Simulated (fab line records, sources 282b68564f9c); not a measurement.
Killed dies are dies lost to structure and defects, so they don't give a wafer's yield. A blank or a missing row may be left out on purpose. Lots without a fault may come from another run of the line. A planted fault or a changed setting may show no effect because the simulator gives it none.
fab line records | flow rit_cmos
record lots=14 wafers=42 last_day=7
route steps=202 shown SDANNEAL@156 PSD@157 PLDD@159 M1@202
lots that met no fault: from a run of the same line without faults
start_h: hours from the record's first day to the start of the lot's first wafer shown | wait_h: hours since the lot's step before | " the same as in the row above | L1.1+2: a row that stands for several wafers | - no value, or no start given | * or withheld: withheld | < > ~ a bound
route shown NAME@n: a module of which the file shows steps, and the number in the route of the first | usual: mean/standard deviation of fault-free wafers | same: alike in all rows | chamber/n: place in a boat | sites: the reading at each site | _std_site: their standard deviation | _edge_site: outer sites' mean less inner sites' | radius_mm: how far each site lies from the wafer's centre | mask NAME#n: copy n | behind: the tool/chamber that last shaped the wafer | hold: why the lot was held/for how many hours/how that ended | device: the transistor (n, p or np) that didn't switch | end of line: the same wafers' tests at the end of the route | a step without rows: its recipe alone | killed: dies lost to structure and defects at the first sort, not the wafer's yield | map: a wafer's dies, x killed, . not, _ none there
set.NAME: the setting as run; set.NAME@STEP: as run at that earlier step | model.NAME: the simulator's own value behind a step, which no gauge read
steps of the route over a sample of lots; a table a step, a row a wafer
services: from which hour (start_h, from the record's first day; less than 0 if before it) a tool's chamber was out of use, for how many hours, and why
## steps
# step RIT_SDANNEAL_RTA_03
# recipe temp_c=1050 time_s=5 idle_temp_c=600 ramp_up_c_per_s=342 ramp_down_c_per_s=171 cool_to_c=600 ambient=N2
# usual wafer_temp_C_max=1053.5/1.1
# columns lot.wafer tool chamber start_h wait_h wafer_temp_C_max
L832.2 rtp_anneal-02 0 54.65 0.0 1053.1
L832.4 " 0 " " 1054.1
L832.5 " 0 " " 1054.5
L834.1 rtp_anneal-02 0 66.39 0.0 1054.5
L834.2 " 0 " " 1053.1
L834.4 " 0 " " 1053.6
L835.1 rtp_anneal-01 0 71.53 0.0 1052.2
L835.5 " 0 " " 1054.9
L835.6 " 0 " " 1052.4
L838.2 rtp_anneal-02 0 84.96 0.0 1052.4
L838.3 " 0 " " 1053.5
L838.5 " 0 " " 1052.5
L839.2 rtp_anneal-01 0 90.24 0.0 1052.5
L839.5 " 0 " " 1054.4
L839.6 " 0 " " 1053.0
L840.1 rtp_anneal-02 0 94.21 0.0 1054.5
L840.4 " 0 " " 1054.2
L840.6 " 0 " " 1054.0
L841.1 rtp_anneal-01 0 99.42 0.0 1052.6
L841.4 " 0 " " 1051.6
L841.6 " 0 " " 1053.5
L842.2 rtp_anneal-02 0 102.25 0.0 1055.4
L842.3 " 0 " " 1052.6
L842.4 " 0 " " 1053.1
L843.1 rtp_anneal-01 0 108.61 0.0 1053.7
L843.4 " 0 " " 1052.6
L843.5 " 0 " " 1053.4
L848.2 rtp_anneal-02 0 130.41 0.0 1053.4
L848.3 " 0 " " 1052.7
L848.6 " 0 " " 1054.7
L851.1 rtp_anneal-01 0 148.96 0.0 1045.9
L851.4 " 0 " " 1046.4
L851.6 " 0 " " 1045.4
L852.2 rtp_anneal-02 0 154.94 0.0 1054.9
L852.4 " 0 " " 1055.1
L852.5 " 0 " " 1053.3
L853.1 rtp_anneal-01 0 157.16 0.0 1044.4
L853.2 " 0 " " 1042.6
L853.4 " 0 " " 1045.9
L854.2 rtp_anneal-02 0 160.84 0.0 1052.3
L854.4 " 0 " " 1053.4
L854.5 " 0 " " 1053.5
# step RIT_SDANNEAL_RS_MEAS_04
# recipe thk_meas_gauge=four-point-probe
# usual PSD_RS=115.79/0.26
# columns lot.wafer tool chamber start_h wait_h PSD_RS[ohm/sq]
L832.2 film_metro-01 - 54.72 0.1 115.81
L832.4 " - " " 116.00
L832.5 " - " " 115.80
L834.1 film_metro-03 - 66.51 0.1 115.77
L834.2 " - " " 115.34
L834.4 " - " " 115.50
L835.1 film_metro-02 - 71.59 0.0 115.86
L835.5 " - " " 115.91
L835.6 " - " " 116.07
L838.2 film_metro-02 - 85.03 0.1 116.10
L838.3 " - " " 116.02
L838.5 " - " " 115.78
L839.2 film_metro-01 - 90.31 0.1 115.85
L839.5 " - " " 115.86
L839.6 " - " " 115.56
L840.1 film_metro-02 - 94.27 0.0 116.29
L840.4 " - " " 115.96
L840.6 " - " " 116.14
L841.1 film_metro-03 - 99.48 0.0 115.68
L841.4 " - " " 115.72
L841.6 " - " " 115.49
L842.2 film_metro-01 - 102.32 0.1 115.72
L842.3 " - " " 115.79
L842.4 " - " " 115.94
L843.1 film_metro-02 - 108.67 0.0 115.48
L843.4 " - " " 115.22
L843.5 " - " " 115.32
L848.2 film_metro-01 - 130.48 0.1 115.83
L848.3 " - " " 115.93
L848.6 " - " " 116.11
L851.1 film_metro-03 - 149.02 0.0 121.13
L851.4 " - " " 121.14
L851.6 " - " " 121.45
L852.2 film_metro-03 - 155.00 0.1 115.38
L852.4 " - " " 115.44
L852.5 " - " " 115.27
L853.1 film_metro-01 - 157.22 0.0 121.74
L853.2 " - " " 121.62
L853.4 " - " " 121.55
L854.2 film_metro-02 - 160.91 0.1 115.29
L854.4 " - " " 115.64
L854.5 " - " " 115.54
# step RIT_SDANNEAL_RS_MEAS_06
# recipe thk_meas_gauge=four-point-probe
# usual PLDD_RS=178.5/0.51
# columns lot.wafer tool chamber start_h wait_h PLDD_RS[ohm/sq]
L832.2 film_metro-01 - 54.96 0.1 178.5
L832.4 " - " " 179.0
L832.5 " - " " 178.5
L834.1 film_metro-03 - 66.75 0.1 177.7
L834.2 " - " " 177.0
L834.4 " - " " 177.0
L835.1 film_metro-02 - 71.83 0.1 179.1
L835.5 " - " " 178.9
L835.6 " - " " 178.9
L838.2 film_metro-02 - 85.27 0.1 178.8
L838.3 " - " " 178.8
L838.5 " - " " 178.8
L839.2 film_metro-01 - 90.55 0.1 178.7
L839.5 " - " " 179.1
L839.6 " - " " 178.4
L840.1 film_metro-02 - 94.51 0.1 179.2
L840.4 " - " " 178.7
L840.6 " - " " 179.5
L841.1 film_metro-03 - 99.72 0.1 178.1
L841.4 " - " " 177.8
L841.6 " - " " 178.0
L842.2 film_metro-01 - 102.56 0.1 178.5
L842.3 " - " " 178.5
L842.4 " - " " 178.0
L843.1 film_metro-02 - 108.91 0.1 178.3
L843.4 " - " " 178.7
L843.5 " - " " 178.0
L848.2 film_metro-01 - 130.72 0.1 178.7
L848.3 " - " " 178.4
L848.6 " - " " 178.4
L851.1 film_metro-03 - 149.26 0.1 183.3
L851.4 " - " " 183.5
L851.6 " - " " 183.3
L852.2 film_metro-03 - 155.24 0.1 177.7
L852.4 " - " " 177.7
L852.5 " - " " 178.0
L853.1 film_metro-01 - 157.46 0.1 184.0
L853.2 " - " " 184.8
L853.4 " - " " 184.1
L854.2 film_metro-02 - 161.15 0.1 178.3
L854.4 " - " " 178.4
L854.5 " - " " 178.2
# step RIT_M1_PROBE_99
# usual killed_at_contacts=0.1/0.3 killed_at_front_end=7/3.3 killed_dies=7/3.3 killed_open=3.8/2.3 killed_short=3.5/2.1
# same gross_dies=264 killed_at_M0_to_M3=0 killed_at_M4_up=0 killed_at_back_side=0 killed_at_other=0
# columns lot.wafer tool chamber start_h wait_h killed_at_contacts killed_at_front_end killed_dies killed_open killed_short
L843.1 prober-01 - 116.18 0.1 0 12 12 10 2
L843.4 prober-01 - 116.33 0.2 0 16 16 8 8
L843.5 prober-01 - 116.38 0.2 1 5 6 3 3
# killed by level:class
L843.1 REOX:geometric_particle:open=3 SPACER:geometric_particle:open=3 FOX1:geometric_particle:open=2 FOX2:geometric_particle:short=1 GATE:geometric_particle:open=1 REOX:geometric_particle:short=1 SILICIDE:geometric_particle:open=1
L843.4 SILICIDE:geometric_particle:open=4 SPACER:geometric_particle:short=2 FOX2:geometric_particle:open=2 FOX2:geometric_particle:short=2 GATE:geometric_particle:short=2 GATE:geometric_particle:open=2 FOX1:geometric_particle:short=1 REOX:geometric_particle:short=1
L843.5 FOX1:geometric_particle:short=1 GATE:geometric_particle:open=1 GATE:geometric_particle:short=1 SPACER:geometric_particle:open=1 SILICIDE:geometric_particle:short=1 CONTACT:geometric_particle:open=1
## services
# columns tool chamber start_h hours kind
rtp_anneal-02 - 45.17 2.7 pm
## key
first_sign step=RIT_SDANNEAL_RTA_03 reading=wafer_temp_C_max direction=down sigmas=7.9 usual=* struck=*
effect step=RIT_SDANNEAL_RS_MEAS_04 reading=PSD_RS direction=up sigmas=22 usual=115.79 struck=121.44
effect step=RIT_SDANNEAL_RS_MEAS_06 reading=PLDD_RS direction=up sigmas=11 usual=178.5 struck=183.8
met_at RIT_SDANNEAL_RTA_03
struck_lots L851,L853
tester_left_out L851,L853
onset_between 108.61 148.96
fault kind=process_parameter_drift tool=rtp_anneal-01 chamber=- onset_h=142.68 steps=RIT_SDANNEAL_RTA_03 channel=temp_c offset=* shape=step end_h=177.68 acts_in=* stated=*
# tester_left_out: of these lots the tester's yield and bins aren't shown, on N5 and GAA mostly nor the transistor test; their killed dies are dies lost to structure and defects alone, not to doping, threshold or leakage, so they don't give the yield
